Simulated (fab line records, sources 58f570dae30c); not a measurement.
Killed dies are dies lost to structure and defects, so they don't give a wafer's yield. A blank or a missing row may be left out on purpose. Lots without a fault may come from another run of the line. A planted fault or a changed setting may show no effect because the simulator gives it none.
Which tool did it? | flow berkeley_cmos170 | 14 lots, 42 wafers sampled, at 4 steps of a route of 331

WHAT THE GAUGES READ, wafer by wafer
UCB170_PWELL_TW_MEAS_17. Usual: PWELL_TW 379.6, standard deviation 2.6.
lot  | measured    | on            | PWELL_TW          | flag
L789 | day 3 09:11 | film_metro-02 | 382.6 382.0 379.1 |
L790 | day 3 08:54 | film_metro-03 | 380.5 379.8 380.1 |
L791 | day 3 12:31 | film_metro-02 | 380.6 381.4 380.7 |
L792 | day 3 12:16 | film_metro-03 | 380.1 378.5 380.6 |
L794 | day 4 06:28 | film_metro-04 | 374.7 375.7 374.7 |
L797 | day 4 18:23 | film_metro-03 | 382.4 383.8 381.9 |
L798 | day 5 05:03 | film_metro-04 | 377.6 377.7 377.7 |
L801 | day 6 03:08 | film_metro-04 | 377.6 375.1 375.9 |
L802 | day 6 03:17 | film_metro-03 | 383.4 381.2 383.6 |
L803 | day 6 03:07 | film_metro-02 | 383.2 381.5 383.8 |
L805 | day 6 10:25 | film_metro-02 | 383.4 382.5 382.9 |
L806 | day 6 14:41 | film_metro-04 | 375.7 376.0 377.4 |
L807 | day 6 17:52 | film_metro-02 | 380.4 380.2 380.9 |
L811 | day 7 14:13 | film_metro-03 | 378.9 379.9 378.3 |

UCB170_ACTIVE_CD_MEAS_13: target cd 1200 nm. Usual: cd_nm 1200.3 nm, standard deviation 1.4.
lot  | measured    | on        | cd_nm (nm)           | flag
L789 | day 4 19:23 | cd_sem-02 | 1200.2 1199.7 1201.0 |
L790 | day 4 19:30 | cd_sem-02 | 1200.6 1200.3 1200.4 |
L791 | day 4 19:43 | cd_sem-02 | 1197.8 1197.3 1196.7 |
L792 | day 4 19:42 | cd_sem-01 | 1199.5 1200.2 1199.3 |
L794 | day 5 09:08 | cd_sem-02 | 1200.7 1200.3 1201.1 |
L797 | day 5 22:55 | cd_sem-01 | 1203.2 1202.3 1202.5 |
L798 | day 6 14:25 | cd_sem-01 | 1198.9 1197.8 1198.7 |
L801 | day 7 03:19 | cd_sem-02 | 1201.5 1200.3 1200.5 |
L802 | day 7 03:02 | cd_sem-02 | 1199.6 1200.9 1200.6 |
L803 | day 7 02:43 | cd_sem-01 | 1201.8 1202.7 1203.1 |
L805 | day 7 10:52 | cd_sem-02 | 1200.0 1199.0 1198.2 |
L806 | day 7 16:27 | cd_sem-01 | 1198.9 1199.8 1198.5 |
L807 | day 7 15:54 | cd_sem-02 | 1200.3 1199.7 1199.3 |
L811 | day 8 18:25 | cd_sem-01 | 1201.0 1201.3 1200.5 |

WHICH TOOL RAN EACH LOT (tool, then ch and the chambers of the sampled wafers, then the start)
lot  | UCB170_ZERO_ETCH_06               | UCB170_PWELL_IMPLANT_15
L789 | rie_diel-04 ch 0,1, day 2 02:53   | implanter-04 ch 0, day 3 08:56
L790 | rie_diel-02 ch 0,2,3, day 2 02:58 | implanter-03 ch 0, day 3 08:39
L791 | rie_diel-04 ch 1,2, day 2 08:31   | implanter-04 ch 0, day 3 12:19
L792 | rie_diel-01 ch 0,1,3, day 2 09:04 | implanter-01 ch 0, day 3 12:01
L794 | rie_diel-04 ch 1,2,3, day 2 19:26 | implanter-03 ch 0, day 4 06:13
L797 | rie_diel-01 ch 0,1,3, day 3 10:19 | implanter-01 ch 0, day 4 18:09
L798 | rie_diel-02 ch 0,2,3, day 3 18:28 | implanter-01 ch 0, day 5 04:48
L801 | rie_diel-01 ch 0,1,3, day 4 13:05 | implanter-04 ch 0, day 6 02:53
L802 | rie_diel-04 ch 0,2,3, day 4 13:10 | implanter-01 ch 0, day 6 03:02
L803 | rie_diel-01 ch 0,1,2, day 4 18:43 | implanter-03 ch 0, day 6 02:52
L805 | rie_diel-04 ch 0,1,3, day 5 01:34 | implanter-03 ch 0, day 6 10:12
L806 | rie_diel-01 ch 1,2,3, day 5 07:49 | implanter-03 ch 0, day 6 14:26
L807 | rie_diel-04 ch 0,3, day 5 11:17   | implanter-04 ch 0, day 6 17:37
L811 | rie_diel-01 ch 1,2,3, day 6 10:14 | implanter-04 ch 0, day 7 13:59
- UCB170_ZERO_ETCH_06: etches SiO2 in CHF3/CF4/Ar, time 12 s.
- UCB170_PWELL_IMPLANT_15

WHAT THE TOOLS THEMSELVES READ (means of the sampled wafers that have a number; where no wafer has one, the mark that the record gives instead)
UCB170_ZERO_ETCH_06. Usual: drypump_motor_current_A 5.8 A, standard deviation 0.6; oes_product_au 0.620 a.u., standard deviation 0.0069; throttle_valve_pct 9.28 %, standard deviation 0.09.
lot  | tool        | drypump_motor_current_A (A) | oes_product_au (a.u.) | throttle_valve_pct (%) | flag
L789 | rie_diel-04 | 6.0                         | 0.624                 | 9.25                   |
L790 | rie_diel-02 | 6.3                         | 0.625                 | 9.28                   |
L791 | rie_diel-04 | 5.9                         | 0.621                 | 9.32                   |
L792 | rie_diel-01 | 5.2                         | 0.618                 | 9.27                   |
L794 | rie_diel-04 | 6.3                         | 0.625                 | 9.30                   |
L797 | rie_diel-01 | 5.2                         | 0.621                 | 9.27                   |
L798 | rie_diel-02 | 6.3                         | 0.627                 | 9.28                   |
L801 | rie_diel-01 | 5.2                         | 0.619                 | 9.27                   |
L802 | rie_diel-04 | 6.6                         | 0.625                 | 9.30                   |
L803 | rie_diel-01 | 5.5                         | 0.620                 | 9.27                   |
L805 | rie_diel-04 | 6.2                         | 0.621                 | 9.24                   |
L806 | rie_diel-01 | 5.4                         | 0.619                 | 9.32                   |
L807 | rie_diel-04 | 6.5                         | 0.618                 | 9.23                   |
L811 | rie_diel-01 | 5.4                         | 0.621                 | 9.33                   |

UCB170_PWELL_IMPLANT_15. Usual: dose_ions_cm2 5e+12, standard deviation 4.7e+09.
lot  | tool         | dose_ions_cm2 | flag
L789 | implanter-04 | 5e+12         |
L790 | implanter-03 | 5e+12         |
L791 | implanter-04 | 5e+12         |
L792 | implanter-01 | 5e+12         |
L794 | implanter-03 | 5e+12         |
L797 | implanter-01 | 5e+12         |
L798 | implanter-01 | 5e+12         |
L801 | implanter-04 | 5e+12         |
L802 | implanter-01 | 5e+12         |
L803 | implanter-03 | 5e+12         |
L805 | implanter-03 | 5e+12         |
L806 | implanter-03 | 5e+12         |
L807 | implanter-04 | 5e+12         |
L811 | implanter-04 | 5e+12         |

THE ANSWER, worked out from the rows above alone
Rule: a lot is off if the mean of its wafers that have a number lies more than 3 standard deviations from the usual mean. A lot without any number at a reading at which 4 lots or more have one is off too. The other lots that the step has rows for count as sound. The gauges are gone through in route order, then the tools' own readings, and for those a lot's mean is taken as printed above. The first step at which some lot is off is used, and at that step the reading that is off furthest; a lot without a number counts as furthest.
No lot is off at any reading shown: from this, nothing can be told.

WHAT THE SIMULATOR HAD PUT IN
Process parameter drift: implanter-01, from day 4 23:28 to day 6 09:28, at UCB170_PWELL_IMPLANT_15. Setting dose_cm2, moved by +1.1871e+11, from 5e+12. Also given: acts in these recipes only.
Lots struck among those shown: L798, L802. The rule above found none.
